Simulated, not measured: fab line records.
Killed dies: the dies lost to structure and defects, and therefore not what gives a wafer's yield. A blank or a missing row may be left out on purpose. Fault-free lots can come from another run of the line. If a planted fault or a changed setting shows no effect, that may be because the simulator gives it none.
fab line records    flow berkeley_cmos170    part 1 of 2: steps 1 to 30 of 42
record: lots: 5  wafers: 15  last_day: 12
route steps=331 shown PLDD@156 NLDD@158 SPACER@171 PSD@175 NSD@187
lots that met no fault: taken from a fault-free run of the same line
start_h: hours from the record's first day to the start of the lot's first wafer shown    wait_h: hours from the lot's prior step to this one    " unchanged from the row above    L1.1+2: one row covering several wafers at once    - value missing, or start not given    * or withheld: withheld    < > ~ a bound
route shown NAME@n: a module of which the file shows steps, and the number in the route of the first    usual: mean/standard deviation taken from wafers without a fault    same: alike in all rows    chamber/n: place in a boat    sites: the reading at each site    _std_site: their standard deviation    _edge_site: outer sites' mean less inner sites'    radius_mm: how far each site lies from the wafer's centre    mask NAME#n: copy n    behind: tool/chamber where the wafer was last shaped    hold: why the lot went on hold/how many hours it stayed there/how the hold came to an end    device: whichever transistor did not switch (one of n, p or np)    end of line: at the end of the route, the tests of the same wafers    where a step has no rows: the recipe by itself    killed: dies that structure and defects cost at the first sort, which is not the same as the wafer's yield    map: shows each die of a wafer: x if killed, . if not, _ if none is there
set.NAME: the run value of the setting; set.NAME@STEP: its run value at that earlier step    model.NAME: the simulator's own value behind a step, which no gauge read
lots at some steps of the route; a table a step, a row a wafer
services: the hour from which a tool's chamber was out of use, counted from the record's first day as start_h (under 0 if before that day), plus the number of hours and why
== steps ==
step: UCB170_PLDD_TW_MEAS_11
usual: PLDD_TW: 1008/4.2
lot.wafer  tool           chamber  start_h  wait_h  PLDD_TW
L076.2     film_metro-01  -        159.89   0.1     1005
L076.3     "              -        "        "       1008
L076.6     "              -        "        "       1007
L081.2     film_metro-03  -        187.75   0.1     1010
L081.3     "              -        "        "       1012
L081.5     "              -        "        "       1010
L086.3     film_metro-02  -        204.54   0.1     1012
L086.4     "              -        "        "       1010
L086.5     "              -        "        "       1014
L088.1     film_metro-01  -        219.76   0.1     1019
L088.2     "              -        "        "       1013
L088.6     "              -        "        "       1010
L093.1     film_metro-03  -        250.87   0.1     1002
L093.4     "              -        "        "       1004
L093.6     "              -        "        "       1002
step: UCB170_PLDD_CLEAN_12
recipe: chemistry: SPM  temp_c: 120  time_s: 600
lot.wafer   tool          chamber  start_h  wait_h
L076.2+3+6  wet_bench-04  0        159.94   0.0
L081.2+3+5  wet_bench-03  3        187.95   0.2
L086.3+4+5  wet_bench-04  0        204.58   0.0
L088.1+2+6  wet_bench-04  2        219.82   0.1
L093.1+4+6  wet_bench-04  1        250.93   0.1
step: UCB170_NLDD_HMDS_00
recipe: prime_time_s: 60  prime_temp_c: 100
lot.wafer   tool            chamber  start_h  wait_h
L076.2+3+6  litho_track-03  0        160.94   0.8
L081.2+3+5  litho_track-03  0        188.15   0.0
L086.3+4+5  litho_track-01  0        204.80   0.1
L088.1+2+6  litho_track-03  0        220.01   0.0
L093.1+4+6  litho_track-04  0        251.11   0.0
step: UCB170_NLDD_COAT_01
recipe: resist: KrF  spin_rpm: 1500  resist_thk_nm: 900
lot.wafer   tool            chamber  start_h  wait_h
L076.2+3+6  litho_track-03  0        161.09   0.1
L081.2+3+5  litho_track-03  0        188.30   0.1
L086.3+4+5  litho_track-01  0        204.95   0.1
L088.1+2+6  litho_track-03  0        220.16   0.1
L093.1+4+6  litho_track-04  0        251.26   0.1
step: UCB170_NLDD_SOFTBAKE_02
recipe: resist: KrF  temp_c: 130  time_s: 60
lot.wafer   tool            chamber  start_h  wait_h
L076.2+3+6  litho_track-03  0        161.24   0.1
L081.2+3+5  litho_track-03  0        188.45   0.1
L086.3+4+5  litho_track-01  0        205.10   0.1
L088.1+2+6  litho_track-03  0        220.31   0.1
L093.1+4+6  litho_track-04  0        251.41   0.1
step: UCB170_NLDD_EXPOSE_03
recipe: mask_id: NSELECT  na: 0.5  sigma_outer: 0.6  source_shape: conventional  target_cd_nm: 1200  dose_mj: 30
usual: exposure_dose_mJ_cm2: 29.22/0.031
lot.wafer  tool            chamber  start_h  wait_h  mask       exposure_dose_mJ_cm2
L076.2     krf_scanner-01  0        161.51   0.2     NSELECT#0  29.23
L076.3     "               0        "        "       NSELECT#0  29.17
L076.6     "               0        "        "       NSELECT#0  29.24
L081.2     krf_scanner-02  0        188.72   0.2     NSELECT#0  29.25
L081.3     "               0        "        "       NSELECT#0  29.24
L081.5     "               0        "        "       NSELECT#0  29.20
L086.3     krf_scanner-01  0        205.36   0.2     NSELECT#0  29.23
L086.4     "               0        "        "       NSELECT#0  29.22
L086.5     "               0        "        "       NSELECT#0  29.23
L088.1     krf_scanner-01  0        220.58   0.2     NSELECT#0  29.24
L088.2     "               0        "        "       NSELECT#0  29.22
L088.6     "               0        "        "       NSELECT#0  29.23
L093.1     krf_scanner-02  0        251.68   0.2     NSELECT#0  29.23
L093.4     "               0        "        "       NSELECT#0  29.25
L093.6     "               0        "        "       NSELECT#0  29.25
step: UCB170_NLDD_PEB_04
recipe: peb_temp_c: 130.7  peb_time_s: withheld  resist: KrF
lot.wafer   tool            chamber  start_h  wait_h
L076.2+3+6  litho_track-04  0        162.24   0.7
L081.2+3+5  litho_track-03  0        189.05   0.3
L086.3+4+5  litho_track-04  0        205.51   0.1
L088.1+2+6  litho_track-04  0        220.70   0.1
L093.1+4+6  litho_track-04  0        252.06   0.4
step: UCB170_NLDD_DEVELOP_05
recipe: developer: TMAH  develop_time_s: 45  resist: KrF  dev_temp_c: 21
lot.wafer   tool            chamber  start_h  wait_h
L076.2+3+6  litho_track-04  0        -        -
L081.2+3+5  litho_track-03  0        -        -
L086.3+4+5  litho_track-04  0        -        -
L088.1+2+6  litho_track-04  0        -        -
L093.1+4+6  litho_track-04  0        -        -
step: UCB170_NLDD_CD_MEAS_06
recipe: target_cd_nm: 1200
usual: cd_nm: 1199.8/1.5
lot.wafer  tool       chamber  start_h  wait_h  cd_nm
L076.2     cd_sem-01  -        162.52   -       1201.0
L076.3     "          -        "        "       1201.2
L076.6     "          -        "        "       1201.5
L081.2     cd_sem-01  -        189.43   -       1201.8
L081.3     "          -        "        "       1201.1
L081.5     "          -        "        "       1201.3
L086.3     cd_sem-02  -        205.77   -       1200.8
L086.4     "          -        "        "       1200.8
L086.5     "          -        "        "       1200.4
L088.1     cd_sem-02  -        222.62   -       1197.4
L088.2     "          -        "        "       1197.2
L088.6     "          -        "        "       1195.7
L093.1     cd_sem-02  -        252.33   -       1196.4
L093.4     "          -        "        "       1198.0
L093.6     "          -        "        "       1197.0
step: UCB170_NLDD_OVL_MEAS_07
usual: NLDD_OVL: -3/5.2
lot.wafer  tool        chamber  start_h  wait_h  NLDD_OVL[nm]
L076.2     overlay-01  -        162.62   0.1     1
L076.3     "           -        "        "       3
L076.6     "           -        "        "       10
L081.2     overlay-02  -        189.54   0.1     -4
L081.3     "           -        "        "       -1
L081.5     "           -        "        "       -3
L086.3     overlay-02  -        205.87   0.1     -4
L086.4     "           -        "        "       -3
L086.5     "           -        "        "       -12
L088.1     overlay-02  -        222.74   0.1     -6
L088.2     "           -        "        "       -8
L088.6     "           -        "        "       -9
L093.1     overlay-02  -        252.45   0.1     -8
L093.4     "           -        "        "       -9
L093.6     "           -        "        "       -1
step: UCB170_NLDD_IMPLANT_08
recipe: species: As  dose_cm2: 5e+13  energy_kev: 30  tilt_deg: 7  rotation_deg: 0
usual: end_station_pressure_torr: 5.08e-06/2.8e-07
lot.wafer  tool          chamber  start_h  wait_h  end_station_pressure_torr
L076.2     implanter-04  0        162.68   0.0     5.5e-06
L076.3     "             0        "        "       5.57e-06
L076.6     "             0        "        "       5.18e-06
L081.2     implanter-01  0        189.59   0.0     4.92e-06
L081.3     "             0        "        "       4.97e-06
L081.5     "             0        "        "       4.6e-06
L086.3     implanter-04  0        205.94   0.1     4.82e-06
L086.4     "             0        "        "       4.71e-06
L086.5     "             0        "        "       5.17e-06
L088.1     implanter-04  0        222.77   0.0     5.62e-06
L088.2     "             0        "        "       4.99e-06
L088.6     "             0        "        "       5.37e-06
L093.1     implanter-01  0        252.49   0.0     4.83e-06
L093.4     "             0        "        "       5.06e-06
L093.6     "             0        "        "       5.12e-06
step: UCB170_NLDD_IMPLANT_09
recipe: species: As  dose_cm2: 5e+13  energy_kev: 30  tilt_deg: 7  rotation_deg: 180
usual: end_station_pressure_torr: 5.12e-06/2.7e-07
lot.wafer  tool          chamber  start_h  wait_h  end_station_pressure_torr
L076.2     implanter-04  0        162.83   0.1     5.21e-06
L076.3     "             0        "        "       5.37e-06
L076.6     "             0        "        "       5.17e-06
L081.2     implanter-01  0        189.74   0.1     4.94e-06
L081.3     "             0        "        "       4.91e-06
L081.5     "             0        "        "       5.29e-06
L086.3     implanter-04  0        206.09   0.1     5.44e-06
L086.4     "             0        "        "       4.86e-06
L086.5     "             0        "        "       4.99e-06
L088.1     implanter-04  0        222.92   0.1     4.69e-06
L088.2     "             0        "        "       5.04e-06
L088.6     "             0        "        "       4.85e-06
L093.1     implanter-01  0        252.64   0.1     5.41e-06
L093.4     "             0        "        "       4.84e-06
L093.6     "             0        "        "       5.06e-06
step: UCB170_NLDD_STRIP_10
recipe: chemistry: O2  power_w: 400  pressure_mtorr: 3500  platen_temp_c: withheld  o2_flow_sccm: 400  overash_fraction: 0.5
usual: drypump_motor_current_A: 5.68/0.26  oes_product_au: 0.735/0.005  strip_time_to_endpoint_s: 21.67/0.059
same: overash_fraction: 0.5
lot.wafer  tool             chamber  start_h  wait_h  drypump_motor_current_A  oes_product_au  rf_hours_counter_h  strip_time_to_endpoint_s
L076.2     plasma_asher-01  1        162.95   0.1     5.29                     0.739           43                  21.70
L076.3     "                1        "        "       5.30                     0.731           -                   21.68
L076.6     "                0        "        "       6.04                     0.739           -                   21.67
L081.2     plasma_asher-01  1        189.87   0.1     5.32                     0.744           46                  21.67
L081.3     "                0        "        "       6.04                     0.729           -                   21.65
L081.5     "                0        "        "       6.01                     0.730           -                   21.74
L086.3     plasma_asher-03  1        206.22   0.1     5.56                     0.738           -                   21.68
L086.4     "                0        "        "       5.60                     0.730           -                   21.71
L086.5     "                0        "        "       5.59                     0.742           -                   21.65
L088.1     plasma_asher-03  0        223.07   0.1     5.60                     0.727           11                  21.72
L088.2     "                1        "        "       5.54                     0.739           11                  21.72
L088.6     "                1        "        "       5.56                     0.730           -                   21.76
L093.1     plasma_asher-03  0        252.79   0.1     5.63                     0.733           14                  21.79
L093.4     "                1        "        "       5.57                     0.736           -                   21.80
L093.6     "                0        "        "       5.61                     0.734           -                   21.73
step: UCB170_NLDD_TW_MEAS_11
usual: NLDD_TW: 2212/9.8
lot.wafer  tool           chamber  start_h  wait_h  NLDD_TW
L076.2     film_metro-02  -        163.06   0.1     2209
L076.3     "              -        "        "       2215
L076.6     "              -        "        "       2219
L081.2     film_metro-03  -        189.98   0.1     2211
L081.3     "              -        "        "       2208
L081.5     "              -        "        "       2216
L086.3     film_metro-03  -        206.31   0.1     2214
L086.4     "              -        "        "       2214
L086.5     "              -        "        "       2208
L088.1     film_metro-01  -        223.17   0.1     2219
L088.2     "              -        "        "       2216
L088.6     "              -        "        "       2219
L093.1     film_metro-03  -        252.89   0.1     2194
L093.4     "              -        "        "       2200
L093.6     "              -        "        "       2212
step: UCB170_NLDD_CLEAN_12
recipe: chemistry: SPM  temp_c: 120  time_s: 600
lot.wafer   tool          chamber  start_h  wait_h
L076.2+3+6  wet_bench-01  3        163.40   0.3
L081.2+3+5  wet_bench-02  1        190.03   0.0
L086.3+4+5  wet_bench-01  1        206.39   0.1
L088.1+2+6  wet_bench-02  1        223.46   0.3
L093.1+4+6  wet_bench-04  0        252.95   0.1
step: UCB170_SPACER_CVD_00
recipe: material: SiO2  target_thk_nm: 376  temp_c: 390  precursor: TEOS/O2  time_s: 47  rf_w: 550  pressure_mtorr: 9000
usual: heater_power_w: 282/70  rf_fwd_power_W: 544.6/2.7
lot.wafer  tool      chamber  start_h  wait_h  heater_power_w  rf_fwd_power_W
L076.2     pecvd-02  2        163.58   0.0     196             545.9
L076.3     "         1        "        "       376             548.0
L076.6     "         1        "        "       381             547.6
L081.2     pecvd-02  0        190.20   0.0     323             544.3
L081.3     "         2        "        "       190             545.8
L081.5     "         0        "        "       328             545.5
L086.3     pecvd-02  1        206.56   0.0     294             544.7
L086.4     "         0        "        "       308             544.0
L086.5     "         2        "        "       182             546.9
L088.1     pecvd-04  1        223.64   0.0     234             543.8
L088.2     "         0        "        "       314             543.1
L088.6     "         1        "        "       160             539.7
L093.1     pecvd-04  1        253.12   0.0     211             534.9
L093.4     "         1        "        "       222             535.1
L093.6     "         0        "        "       302             544.7
step: UCB170_SPACER_THK_MEAS_01
recipe: reads: SiO2_of_SPACER_CVD_00
usual: SPACER_TEOS_THK: 378/5.5
lot.wafer  tool           chamber  start_h  wait_h  SPACER_TEOS_THK[nm]
L076.2     film_metro-04  -        163.63   0.0     378
L076.3     "              -        "        "       373
L076.6     "              -        "        "       376
L081.2     film_metro-02  -        190.25   0.0     383
L081.3     "              -        "        "       378
L081.5     "              -        "        "       385
L086.3     film_metro-01  -        206.63   0.0     371
L086.4     "              -        "        "       385
L086.5     "              -        "        "       385
L088.1     film_metro-04  -        223.68   0.0     380
L088.2     "              -        "        "       384
L088.6     "              -        "        "       385
L093.1     film_metro-01  -        253.17   0.0     382
L093.4     "              -        "        "       389
L093.6     "              -        "        "       385
step: UCB170_SPACER_ANNEAL_02
recipe: temp_c: 900  time_s: 1800  ambient: N2
lot.wafer   tool        chamber  start_h  wait_h
L076.2+3+6  furnace-02  0        165.97   2.3
L081.2+3+5  furnace-01  0        197.15   6.9
L086.3+4+5  furnace-04  0        211.65   5.0
L088.1+2+6  furnace-02  0        226.73   3.0
L093.1+4+6  furnace-02  0        259.21   6.0
step: UCB170_SPACER_ETCHBACK_03
recipe: stop_on: Si  target: SiO2  chemistry: CHF3/CF4/Ar  CHF3_flow_sccm: 50  cf4_flow_sccm: 10  Ar_flow_sccm: 120  pressure_mtorr: 200  rf_w: 500  target_depth_a: 3760  time_s: 100
usual: drypump_motor_current_A: 5.7/0.67  oes_product_au: 0.899/0.017  rf_fwd_power_W: 497.4/1.6  throttle_valve_pct: 6.42/0.12
lot.wafer  tool         chamber  start_h  wait_h  drypump_motor_current_A  oes_product_au  rf_fwd_power_W  rf_hours_counter_h  throttle_valve_pct
L076.2     rie_diel-01  3        167.54   0.1     4.8                      0.906           497.9           5                   6.62
L076.3     "            2        "        "       5.5                      0.885           498.5           3                   6.38
L076.6     "            3        "        "       4.9                      0.902           497.4           -                   6.63
L081.2     rie_diel-01  0        198.65   0.0     6.5                      0.931           498.0           138                 6.24
L081.3     "            1        "        "       4.8                      0.893           498.5           4                   6.58
L081.5     "            3        "        "       4.8                      0.919           495.5           -                   6.61
L086.3     rie_diel-04  2        213.15   0.0     6.5                      0.903           496.6           38                  6.35
L086.4     "            3        "        "       5.1                      0.923           499.5           89                  6.38
L086.5     "            0        "        "       6.3                      0.900           493.6           -                   6.34
L088.1     rie_diel-01  3        228.23   0.0     4.8                      0.905           497.7           7                   6.63
L088.2     "            1        "        "       4.8                      0.902           494.5           5                   6.56
L088.6     "            2        "        "       5.5                      0.905           499.9           -                   6.38
L093.1     rie_diel-04  0        260.71   0.0     6.3                      0.886           499.3           37                  6.37
L093.4     "            1        "        "       5.4                      0.911           496.1           102                 6.56
L093.6     "            0        "        "       6.3                      0.903           498.3           -                   6.33
step: UCB170_PSD_HMDS_00
recipe: prime_time_s: 60  prime_temp_c: 100
lot.wafer   tool            chamber  start_h  wait_h
L076.2+3+6  litho_track-02  0        168.46   0.9
L081.2+3+5  litho_track-03  0        198.75   0.1
L086.3+4+5  litho_track-04  0        213.48   0.3
L088.1+2+6  litho_track-04  0        228.30   0.0
L093.1+4+6  litho_track-03  0        260.78   0.0
step: UCB170_PSD_COAT_01
recipe: resist: KrF  spin_rpm: 1500  resist_thk_nm: 900
lot.wafer   tool            chamber  start_h  wait_h
L076.2+3+6  litho_track-02  0        168.61   0.1
L081.2+3+5  litho_track-03  0        198.90   0.1
L086.3+4+5  litho_track-04  0        213.63   0.1
L088.1+2+6  litho_track-04  0        228.45   0.1
L093.1+4+6  litho_track-03  0        260.93   0.1
step: UCB170_PSD_SOFTBAKE_02
recipe: resist: KrF  temp_c: 130  time_s: 60
lot.wafer   tool            chamber  start_h  wait_h
L076.2+3+6  litho_track-02  0        168.76   0.1
L081.2+3+5  litho_track-03  0        199.05   0.1
L086.3+4+5  litho_track-04  0        213.78   0.1
L088.1+2+6  litho_track-04  0        228.60   0.1
L093.1+4+6  litho_track-03  0        261.08   0.1
step: UCB170_PSD_EXPOSE_03
recipe: mask_id: PSELECT_MOD  na: 0.5  sigma_outer: 0.6  source_shape: conventional  target_cd_nm: 1200  dose_mj: 30
usual: exposure_dose_mJ_cm2: 29.98/0.03
lot.wafer  tool            chamber  start_h  wait_h  mask           exposure_dose_mJ_cm2
L076.2     krf_scanner-02  0        169.17   0.4     PSELECT_MOD#0  29.99
L076.3     "               0        "        "       PSELECT_MOD#0  29.99
L076.6     "               0        "        "       PSELECT_MOD#0  29.98
L081.2     krf_scanner-02  0        199.19   0.1     PSELECT_MOD#0  29.99
L081.3     "               0        "        "       PSELECT_MOD#0  30.03
L081.5     "               0        "        "       PSELECT_MOD#0  30.01
L086.3     krf_scanner-01  0        214.04   0.2     PSELECT_MOD#0  29.90
L086.4     "               0        "        "       PSELECT_MOD#0  29.96
L086.5     "               0        "        "       PSELECT_MOD#0  29.99
L088.1     krf_scanner-02  0        228.87   0.2     PSELECT_MOD#0  30.06
L088.2     "               0        "        "       PSELECT_MOD#0  30.02
L088.6     "               0        "        "       PSELECT_MOD#0  30.02
L093.1     krf_scanner-02  0        261.36   0.2     PSELECT_MOD#0  29.99
L093.4     "               0        "        "       PSELECT_MOD#0  29.95
L093.6     "               0        "        "       PSELECT_MOD#0  29.98
step: UCB170_PSD_PEB_04
recipe: peb_temp_c: 130  peb_time_s: withheld  resist: KrF
lot.wafer   tool            chamber  start_h  wait_h
L076.2+3+6  litho_track-04  0        170.10   0.9
L081.2+3+5  litho_track-02  0        199.31   0.1
L086.3+4+5  litho_track-03  0        214.17   0.1
L088.1+2+6  litho_track-04  0        229.20   0.3
L093.1+4+6  litho_track-02  0        261.48   0.1
step: UCB170_PSD_DEVELOP_05
recipe: developer: TMAH  develop_time_s: 45  resist: KrF  dev_temp_c: 21
lot.wafer   tool            chamber  start_h  wait_h
L076.2+3+6  litho_track-04  0        -        -
L081.2+3+5  litho_track-02  0        -        -
L086.3+4+5  litho_track-03  0        -        -
L088.1+2+6  litho_track-04  0        -        -
L093.1+4+6  litho_track-02  0        -        -
step: UCB170_PSD_CD_MEAS_06
recipe: target_cd_nm: 1200
usual: cd_nm: 1200.0/1.6
lot.wafer  tool       chamber  start_h  wait_h  cd_nm
L076.2     cd_sem-02  -        170.47   -       1199.0
L076.3     "          -        "        "       1198.8
L076.6     "          -        "        "       1198.5
L081.2     cd_sem-01  -        199.59   -       1202.2
L081.3     "          -        "        "       1203.8
L081.5     "          -        "        "       1202.4
L086.3     cd_sem-01  -        214.43   -       1200.0
L086.4     "          -        "        "       1199.7
L086.5     "          -        "        "       1199.9
L088.1     cd_sem-02  -        229.48   -       1200.4
L088.2     "          -        "        "       1201.0
L088.6     "          -        "        "       1201.0
L093.1     cd_sem-01  -        261.75   -       1200.8
L093.4     "          -        "        "       1200.8
L093.6     "          -        "        "       1199.9
step: UCB170_PSD_OVL_MEAS_07
usual: PSD_OVL: 2/6.8
lot.wafer  tool        chamber  start_h  wait_h  PSD_OVL[nm]
L076.2     overlay-02  -        170.58   0.1     2
L076.3     "           -        "        "       6
L076.6     "           -        "        "       5
L081.2     overlay-02  -        199.69   0.1     -18
L081.3     "           -        "        "       -8
L081.5     "           -        "        "       -3
L086.3     overlay-02  -        214.53   0.1     3
L086.4     "           -        "        "       -1
L086.5     "           -        "        "       -1
L088.1     overlay-01  -        229.60   0.1     -6
L088.2     "           -        "        "       -16
L088.6     "           -        "        "       -8
L093.1     overlay-02  -        261.87   0.1     15
L093.4     "           -        "        "       0
L093.6     "           -        "        "       0
step: UCB170_PSD_IMPLANT_08
recipe: species: B  dose_cm2: 2.937e+15  energy_kev: 20  tilt_deg: 7
usual: end_station_pressure_torr: 1.24e-05/6.2e-07
lot.wafer  tool          chamber  start_h  wait_h  end_station_pressure_torr
L076.2     implanter-03  0        170.63   0.0     1.2e-05
L076.3     "             0        "        "       1.18e-05
L076.6     "             0        "        "       1.3e-05
L081.2     implanter-04  0        199.75   0.0     1.21e-05
L081.3     "             0        "        "       1.27e-05
L081.5     "             0        "        "       1.26e-05
L086.3     implanter-01  0        214.60   0.1     1.15e-05
L086.4     "             0        "        "       1.16e-05
L086.5     "             0        "        "       1.16e-05
L088.1     implanter-04  0        229.63   0.0     1.28e-05
L088.2     "             0        "        "       1.14e-05
L088.6     "             0        "        "       1.23e-05
L093.1     implanter-01  0        261.91   0.0     1.33e-05
L093.4     "             0        "        "       1.2e-05
L093.6     "             0        "        "       1.38e-05
step: UCB170_PSD_STRIP_09
recipe: chemistry: O2  power_w: 400  pressure_mtorr: 3500  platen_temp_c: withheld  o2_flow_sccm: 400  overash_fraction: 0.5
usual: drypump_motor_current_A: 5.7/0.32  oes_product_au: 0.602/0.0047  strip_time_to_endpoint_s: 29.19/0.065
same: overash_fraction: 0.5
lot.wafer  tool             chamber  start_h  wait_h  drypump_motor_current_A  oes_product_au  rf_hours_counter_h  strip_time_to_endpoint_s
L076.2     plasma_asher-03  0        170.76   0.1     5.6                      0.596           6                   29.17
L076.3     "                1        "        "       5.6                      0.607           -                   29.18
L076.6     "                0        "        "       5.6                      0.603           -                   29.12
L081.2     plasma_asher-01  1        199.87   0.1     5.3                      0.598           47                  29.17
L081.3     "                1        "        "       5.3                      0.606           -                   29.09
L081.5     "                1        "        "       5.4                      0.600           -                   29.20
L086.3     plasma_asher-01  1        214.73   0.1     5.3                      0.606           -                   29.30
L086.4     "                0        "        "       6.0                      0.597           -                   29.31
L086.5     "                0        "        "       6.0                      0.599           -                   29.23
L088.1     plasma_asher-01  1        229.78   0.1     5.3                      0.603           50                  29.24
L088.2     "                0        "        "       6.0                      0.606           50                  29.25
L088.6     "                0        "        "       6.0                      0.608           -                   29.25
L093.1     plasma_asher-02  1        262.06   0.1     5.7                      0.594           49                  29.22
L093.4     "                0        "        "       6.4                      0.594           -                   29.17
L093.6     "                0        "        "       6.3                      0.599           -                   29.18
step: UCB170_PSD_TW_MEAS_10
usual: PSD_TW: 2307/11
lot.wafer  tool           chamber  start_h  wait_h  PSD_TW
L076.2     film_metro-01  -        170.87   0.1     2294
L076.3     "              -        "        "       2288
L076.6     "              -        "        "       2298
L081.2     film_metro-02  -        199.98   0.1     2315
L081.3     "              -        "        "       2316
L081.5     "              -        "        "       2324
L086.3     film_metro-02  -        214.82   0.1     2327
L086.4     "              -        "        "       2318
L086.5     "              -        "        "       2316
L088.1     film_metro-03  -        229.88   0.1     2293
L088.2     "              -        "        "       2310
L088.6     "              -        "        "       2298
L093.1     film_metro-01  -        262.16   0.1     2311
L093.4     "              -        "        "       2316
L093.6     "              -        "        "       2304
